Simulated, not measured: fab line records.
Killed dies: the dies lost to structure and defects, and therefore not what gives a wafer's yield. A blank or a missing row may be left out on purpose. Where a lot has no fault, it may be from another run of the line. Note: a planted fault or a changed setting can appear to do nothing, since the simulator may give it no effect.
Which of the tools did it? + flow berkeleyCmos170 + 14 lots with 42 wafers sampled at 6 steps, on a route of 331 steps

== WHAT EACH GAUGE READ, for each wafer ==
UCB170_PVT_TW_MEAS_09.
| lot  | measured     | on           | PVT_TW      |
|------|--------------|--------------|-------------|
| L504 | day 5 13:35  | filmMetro-02 | 503 500 503 |
| L506 | day 6 03:10  | filmMetro-01 | 507 506 507 |
| L505 | day 6 03:34  | filmMetro-04 | 514 512 512 |
| L508 | day 6 13:46  | filmMetro-01 | 508 507 508 |
| L509 | day 6 23:01  | filmMetro-01 | 506 509 505 |
| L512 | day 7 07:06  | filmMetro-01 | 508 505 505 |
| L513 | day 7 19:02  | filmMetro-02 | 509 509 507 |
| L516 | day 8 13:23  | filmMetro-04 | 513 517 516 |
| L518 | day 9 02:22  | filmMetro-02 | 505 505 505 |
| L520 | day 9 05:56  | filmMetro-04 | 517 517 520 |
| L521 | day 9 06:11  | filmMetro-01 | 505 504 506 |
| L522 | day 10 06:54 | filmMetro-04 | 517 519 519 |
| L525 | day 10 10:55 | filmMetro-01 | 504 506 504 |
| L526 | day 11 00:25 | filmMetro-01 | 509 507 506 |

UCB170_GATE_OVL_MEAS_13.
| lot  | measured     | on         | GATE_OVL (nm) |
|------|--------------|------------|---------------|
| L504 | day 6 01:50  | overlay-01 | 0 -3 1        |
| L506 | day 6 17:16  | overlay-02 | 1 4 1         |
| L505 | day 6 17:33  | overlay-02 | -3 -2 -8      |
| L508 | day 7 01:44  | overlay-01 | 6 11 8        |
| L509 | day 7 12:48  | overlay-01 | 1 3 3         |
| L512 | day 7 20:49  | overlay-01 | -5 -4 -1      |
| L513 | day 8 10:01  | overlay-01 | -1 7 -1       |
| L516 | day 9 10:42  | overlay-01 | -1 2 3        |
| L518 | day 9 17:40  | overlay-01 | 2 4 -3        |
| L520 | day 9 17:45  | overlay-02 | -1 1 -5       |
| L521 | day 9 17:56  | overlay-01 | 16 9 13       |
| L522 | day 10 20:35 | overlay-01 | 2 6 5         |
| L525 | day 10 20:50 | overlay-02 | 6 -3 3        |
| L526 | day 11 12:25 | overlay-02 | 1 3 3         |

UCB170_NLDD_TW_MEAS_11.
| lot  | measured     | on           | NLDD_TW        |
|------|--------------|--------------|----------------|
| L504 | day 6 07:05  | filmMetro-03 | 2228 2229 2229 |
| L506 | day 6 21:39  | filmMetro-04 | 2235 2237 2246 |
| L505 | day 6 21:54  | filmMetro-01 | 2212 2210 2215 |
| L508 | day 7 05:52  | filmMetro-03 | 2222 2223 2226 |
| L509 | day 7 17:45  | filmMetro-03 | 2225 2229 2223 |
| L512 | day 8 01:20  | filmMetro-03 | 2235 2245 2237 |
| L513 | day 8 14:14  | filmMetro-01 | 2215 2198 2202 |
| L516 | day 9 18:30  | filmMetro-01 | 2321 2311 2325 |
| L518 | day 9 22:08  | filmMetro-04 | 2359 2371 2359 |
| L520 | day 9 22:37  | filmMetro-04 | 2236 2255 2241 |
| L521 | day 9 22:24  | filmMetro-01 | 2199 2204 2206 |
| L522 | day 11 01:02 | filmMetro-01 | 2209 2220 2219 |
| L525 | day 11 01:09 | filmMetro-03 | 2251 2266 2244 |
| L526 | day 11 18:11 | filmMetro-01 | 2215 2217 2208 |

UCB170_SDANNEAL_RS_MEAS_05: measures by four-point-probe.
| lot  | measured     | on           | NLDD_RS (ohm/sq)  |
|------|--------------|--------------|-------------------|
| L504 | day 6 19:17  | filmMetro-03 | 619.4 617.8 617.1 |
| L506 | day 7 06:26  | filmMetro-04 | 617.1 619.3 616.5 |
| L505 | day 7 07:13  | filmMetro-04 | 616.5 617.1 617.7 |
| L508 | day 7 17:50  | filmMetro-04 | 620.2 618.2 618.4 |
| L509 | day 8 06:56  | filmMetro-03 | 619.1 618.3 617.3 |
| L512 | day 8 15:31  | filmMetro-01 | 618.7 618.3 618.6 |
| L513 | day 9 03:44  | filmMetro-01 | 619.4 619.9 619.9 |
| L516 | day 10 10:08 | filmMetro-04 | 578.7 581.1 580.6 |
| L518 | day 10 10:28 | filmMetro-01 | 581.7 580.1 583.1 |
| L520 | day 10 10:28 | filmMetro-03 | 618.7 616.8 617.2 |
| L521 | day 10 10:45 | filmMetro-04 | 618.0 618.4 619.3 |
| L522 | day 11 11:47 | filmMetro-01 | 619.1 619.5 620.2 |
| L525 | day 11 11:13 | filmMetro-03 | 620.0 618.9 621.0 |
| L526 | day 12 05:27 | filmMetro-04 | 619.0 618.5 620.3 |

== WHAT TOOL EACH LOT RAN ON (gives the tool, then ch and the chambers of the sampled wafers, and finally the start) ==
| lot  | UCB170_NLDD_IMPLANT_08          | UCB170_BACKSIDE_STRIP_03            |
|------|---------------------------------|-------------------------------------|
| L504 | implanter-04 ch 0, day 6 06:43  | plasmaAsher-04 ch 0,1, day 6 18:32  |
| L506 | implanter-02 ch 0, day 6 21:15  | plasmaAsher-02 ch 0,1, day 7 05:34  |
| L505 | implanter-04 ch 0, day 6 21:31  | plasmaAsher-01 ch 1, day 7 06:26    |
| L508 | implanter-04 ch 0, day 7 05:28  | plasmaAsher-01 ch 0,1, day 7 17:05  |
| L509 | implanter-04 ch 0, day 7 17:22  | plasmaAsher-04 ch 0,1, day 8 06:09  |
| L512 | implanter-04 ch 0, day 8 00:58  | plasmaAsher-01 ch 0,1, day 8 14:46  |
| L513 | implanter-04 ch 0, day 8 13:50  | plasmaAsher-01 ch 0,1, day 9 02:58  |
| L516 | implanter-04 ch 0, day 9 18:07  | plasmaAsher-02 ch 0,1, day 10 09:03 |
| L518 | implanter-04 ch 0, day 9 21:44  | plasmaAsher-02 ch 0,1, day 10 09:30 |
| L520 | implanter-01 ch 0, day 9 22:13  | plasmaAsher-01 ch 0,1, day 10 09:30 |
| L521 | implanter-02 ch 0, day 9 22:02  | plasmaAsher-04 ch 0,1, day 10 09:32 |
| L522 | implanter-01 ch 0, day 11 00:40 | plasmaAsher-02 ch 0,1, day 11 10:59 |
| L525 | implanter-02 ch 0, day 11 00:47 | plasmaAsher-04 ch 0,1, day 11 10:28 |
| L526 | implanter-02 ch 0, day 11 17:47 | plasmaAsher-01 ch 1, day 12 04:40   |
- UCB170_NLDD_IMPLANT_08
- UCB170_BACKSIDE_STRIP_03: strips in O2.

== AS READ BY THE TOOLS THEMSELVES (means over the sampled wafers that have a number; for cases with no such wafer, the mark the record gives instead) ==
UCB170_NLDD_IMPLANT_08.
| lot  | tool         | beamEnergyKeV |
|------|--------------|---------------|
| L504 | implanter-04 | 29.998        |
| L506 | implanter-02 | 30.003        |
| L505 | implanter-04 | 29.998        |
| L508 | implanter-04 | 29.995        |
| L509 | implanter-04 | 29.987        |
| L512 | implanter-04 | 30.001        |
| L513 | implanter-04 | 29.991        |
| L516 | implanter-04 | 40.502        |
| L518 | implanter-04 | 40.499        |
| L520 | implanter-01 | 30.011        |
| L521 | implanter-02 | 30.001        |
| L522 | implanter-01 | 30.006        |
| L525 | implanter-02 | 30.009        |
| L526 | implanter-02 | 30.006        |

UCB170_BACKSIDE_STRIP_03.
| lot  | tool           | drypumpMotorCurrentA (A) | oesProductAu (a.u.) | stripTimeToEndpointS (s) |
|------|----------------|--------------------------|---------------------|--------------------------|
| L504 | plasmaAsher-04 | 5.9                      | 0.736               | 22.05                    |
| L506 | plasmaAsher-02 | 5.3                      | 0.736               | 21.96                    |
| L505 | plasmaAsher-01 | 6.6                      | 0.740               | 22.02                    |
| L508 | plasmaAsher-01 | 6.0                      | 0.734               | 22.01                    |
| L509 | plasmaAsher-04 | 5.9                      | 0.735               | 22.03                    |
| L512 | plasmaAsher-01 | 6.0                      | 0.737               | 22.05                    |
| L513 | plasmaAsher-01 | 6.1                      | 0.734               | 21.99                    |
| L516 | plasmaAsher-02 | 5.3                      | 0.730               | 21.96                    |
| L518 | plasmaAsher-02 | 5.3                      | 0.739               | 22.03                    |
| L520 | plasmaAsher-01 | 5.5                      | 0.731               | 21.94                    |
| L521 | plasmaAsher-04 | 6.2                      | 0.736               | 21.98                    |
| L522 | plasmaAsher-02 | 5.3                      | 0.735               | 21.91                    |
| L525 | plasmaAsher-04 | 5.9                      | 0.737               | 21.96                    |
| L526 | plasmaAsher-01 | 6.6                      | 0.734               | 21.91                    |

== THE ANSWER, worked out from the rows above alone ==
Rule: usual is defined by the lots themselves. Put in order of their means at a reading, lots are off if they are a third of the lots or fewer, leave a main group of 4 or more, and stand apart from it by a gap of 3 or more times the standard deviation of the main group's means; of several such gaps the widest counts. Not used: any main group whose means are identical at the precision the tables above print for the reading. Also off: a lot with no number at a reading for which 4 or more lots have one. Any other lot the step has rows for is counted as sound. Order of review: gauges by route order, followed by the tools' own readings, for which a lot's mean as printed above is used. The first step at which some lot is off is used, and at that step the reading that is off furthest; a lot without a number counts as furthest.
Off: L516, L518, at UCB170_NLDD_TW_MEAS_11 (NLDD_TW). The main group: mean 2225, standard deviation 15.
A tool fits if, at a process step before that reading, it ran every lot that is off, and no sound lot after the first of them. The gauges at UCB170_NLDD_TW_MEAS_11 aren't tried: what is off there is off at UCB170_NLDD_IMPLANT_08 too, on other tools, and a gauge's error can't cause that. One fits: implanter-04 at UCB170_NLDD_IMPLANT_08. Its last sound lot is L513 (day 8 13:50), its first lot that is off L516 (day 9 18:07): a fault that began between those two fits.
The tool's own readings at UCB170_NLDD_IMPLANT_08 bear it out: on the lots that are off they differ by more than 5 times the standard deviation of the sound lots' means. beamEnergyKeV reads 40.501 there against 30.000 on the sound lots.

== WHAT THE SIMULATOR HAD INSERTED ==
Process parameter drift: implanter-04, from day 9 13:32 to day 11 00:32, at UCB170_NLDD_IMPLANT_08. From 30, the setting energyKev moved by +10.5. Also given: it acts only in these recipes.
Struck lots among those shown: L516, L518. Same finding as the rule above.
